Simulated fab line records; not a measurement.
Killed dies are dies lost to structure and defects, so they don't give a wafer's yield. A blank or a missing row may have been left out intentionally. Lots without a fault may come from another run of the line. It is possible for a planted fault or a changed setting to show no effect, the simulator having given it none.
Comparing a struck lot with a sound one :: flow rit-cmos :: 28 out of 202 route steps
Sound: wafers L301.1, L301.3, L301.4. The struck wafers were L308.2, L308.3, L308.5. The cause comes at the end.
Order at every step that has rows: each side's tool, ch and its chambers, its first start. Under that, the readings that differ: sound wafers :: struck wafers :: difference of the means :: sigmas: that difference in standard deviations of wafers without a fault.
alike: readings with means less than 2 such deviations apart, plus words and numbers identical on both sides. not compared: withheld readings, readings lacking a value on some wafer, bounds such as >300 that could conceal the same value, and numbers that have no deviation in the record and whose values overlap.
The two part at a step that has a row with sigmas, a row that says differs or no value, or rows on one side only. Non-overlapping numbers with no deviation appear without sigmas and do not part them. A reading missing from all wafers of one side parts the sides only when that side holds two or more wafers.

RIT_ACTIVE_BOW_MEAS_00:
  sound on film-metro-02, day 1 20:00; struck on film-metro-04, day 3 07:01
  alike: INCOMING_BOW
RIT_ACTIVE_OXIDATION_01: target thk 46.8 nm, ox time 3360 s.
  sound on furnace-01 ch 0, day 1 20:44; struck on furnace-01 ch 0, day 3 08:01
reading: model.SiO2_of_ACTIVE_OXIDATION_01.thk-nm (nm)
sound: 45.85 47.09 46.3
struck: 61.16 61.31 60.55
difference: +14.59
sigmas: 
  alike: zone-power-centre-pct, zone-power-source-pct
RIT_ACTIVE_THK_MEAS_02:
  sound on film-metro-02, day 1 22:40; struck on film-metro-04, day 3 09:57
reading: ACTIVE_OXIDE_THK (nm)
sound: 45.8 47.0 46.3
struck: 61.1 61.3 60.6
difference: +14.6
sigmas: +18
then, 1 step without rows for these wafers: RIT_ACTIVE_CVD_03 (deposits Si3N4 from SiH2Cl2/NH3, target thk 150 nm, time 1500 s).
RIT_ACTIVE_THK_MEAS_04:
  sound on film-metro-03, day 2 00:08; struck on film-metro-04, day 3 11:26
reading: ACTIVE_NITRIDE_THK (nm)
sound: 148.1 147.6 149.0
struck: 150.9 150.9 152.1
difference: +3.1
sigmas: +2
then, 6 steps without rows for these wafers: RIT_ACTIVE_HMDS_05 (prime time 60 s); RIT_ACTIVE_COAT_06 (resist thk 1000 nm); RIT_ACTIVE_SOFTBAKE_07 (time 60 s); RIT_ACTIVE_EXPOSE_08 (exposes mask M1, target cd 1400 nm); RIT_ACTIVE_PEB_09; RIT_ACTIVE_DEVELOP_10 (develop time 50 s).
RIT_ACTIVE_CD_MEAS_11: target cd 1400 nm.
  sound on cd-sem-01, day 2 01:24; struck on cd-sem-01, day 3 12:21
reading: cd-nm (nm)
sound: 1394.7 1394.9 1396.8
struck: 1401.8 1402.6 1401.7
difference: +6.6
sigmas: +3
then, 1 step without rows for these wafers: RIT_ACTIVE_HARDBAKE_12 (time 60 s).
RIT_ACTIVE_ETCH_13: etches Si3N4 in SF6, stops on SiO2, time 210 s, target depth 210 nm.
  sound on rie-diel-01 ch 0,2,3, day 2 01:46; struck on rie-diel-04 ch 1,2,3, day 3 12:36
  alike: drypump-motor-current-A, oes-product-au, throttle-valve-pct
  not compared: rf-hours-counter-h
RIT_ACTIVE_STRIP_14: strips in O2, time 180 s.
  sound on plasma-asher-02 ch 0,1, day 2 01:53; struck on plasma-asher-03 ch 0,1, day 3 12:44
  alike: drypump-motor-current-A
  not compared: rf-hours-counter-h
RIT_ACTIVE_CD_MEAS_90: target cd 1400 nm.
  sound on cd-sem-02, day 2 02:04; struck on cd-sem-02, day 3 12:55
reading: cd-nm (nm)
sound: 1394.1 1395.0 1396.4
struck: 1401.7 1403.0 1402.0
difference: +7.1
sigmas: +3
then, 4 steps without rows for these wafers: RIT_ACTIVE_CLEAN_15 (cleans in SC1, time 600 s); RIT_ACTIVE_CLEAN_16 (cleans in dHF, time 30 s); RIT_ACTIVE_CLEAN_17 (cleans in SC2, time 600 s); RIT_FOX1_OXIDATION_00 (target thk 350.7 nm, ox time 1130 s).
RIT_FOX1_THK_MEAS_01:
  sound on film-metro-01, day 2 04:41; struck on film-metro-01, day 3 15:49
  alike: FOX1_OXIDE_THK
then, 2 steps without rows for these wafers: RIT_FOX1_WET_ETCH_02 (etches SiO2 in BOE, target depth 350 nm, time 390 s); RIT_FOX2_OXIDATION_00 (target thk 350.7 nm, ox time 1130 s).
RIT_FOX2_THK_MEAS_01:
  sound on film-metro-04, day 2 07:27; struck on film-metro-04, day 3 19:54
  alike: FOX2_OXIDE_THK
then, 1 step without rows for these wafers: RIT_FOX2_CLEAN_02 (cleans in dHF, time 180 s).
RIT_FOX2_WET_ETCH_03: etches Si3N4 in H3PO4, target depth 195 nm, time 2700 s.
  sound on wet-bench-02 ch 0, day 2 07:34; struck on wet-bench-02 ch 2, day 3 20:01
reading: model.SiO2_of_ACTIVE_OXIDATION_01.thk-nm (nm)
sound: 40.35 41.58 41.24
struck: 54.01 54.14 53.46
difference: +12.81
sigmas: 
RIT_FOX2_THK_MEAS_90:
  sound on film-metro-02, day 2 08:23; struck on film-metro-02, day 3 20:47
  alike: FIELD_OXIDE_LEFT_1_THK
RIT_M1_PROBE_99:
  sound on prober-02, day 4 03:32; struck on prober-01, day 5 11:38
reading: model.etest.pldd.width-nm (nm)
sound: 3211 3204 3193
struck: 3048 3027 3031
difference: -167
sigmas: 

reading: model.etest.nldd.width-nm (nm)
sound: 3195 3177 3207
struck: 3037 3002 3024
difference: -172
sigmas: 

reading: model.etest.pplus-sal.width-nm (nm)
sound: 3458 3453 3463
struck: 3380 3365 3378
difference: -84
sigmas: 

reading: model.etest.nplus-sal.width-nm (nm)
sound: 3475 3445 3475
struck: 3380 3375 3374
difference: -89
sigmas: 

reading: model.etest.nmos-narrow.drive-ua-um
sound: 230.1 231.1 230.4
struck: 197.9 194.9 194.8
difference: -34.7
sigmas: 

reading: model.etest.pmos-narrow.drive-ua-um
sound: 104.7 105.2 104.4
struck: 93.82 92.41 91.63
difference: -12.15
sigmas: 

reading: model.etest.nmos_0p3.drive-ua-um
sound: 227.6 229.5 225.7
struck: 224.2 223.9 224.1
difference: -3.5
sigmas: 
  alike: killed-at-contacts, killed-at-front-end, killed-dies, killed-open, killed-short
  not compared: model.etest.nmos_0p3.r-on-ohm-um

WHERE THEY PART
Last at RIT_ACTIVE_CD_MEAS_90 as far as this record goes, first at RIT_ACTIVE_THK_MEAS_02. Later steps at which nothing parts them and some readings are alike: RIT_FOX1_THK_MEAS_01, RIT_FOX2_THK_MEAS_01, RIT_FOX2_THK_MEAS_90, RIT_M1_PROBE_99.

WHY: what the simulator had put in
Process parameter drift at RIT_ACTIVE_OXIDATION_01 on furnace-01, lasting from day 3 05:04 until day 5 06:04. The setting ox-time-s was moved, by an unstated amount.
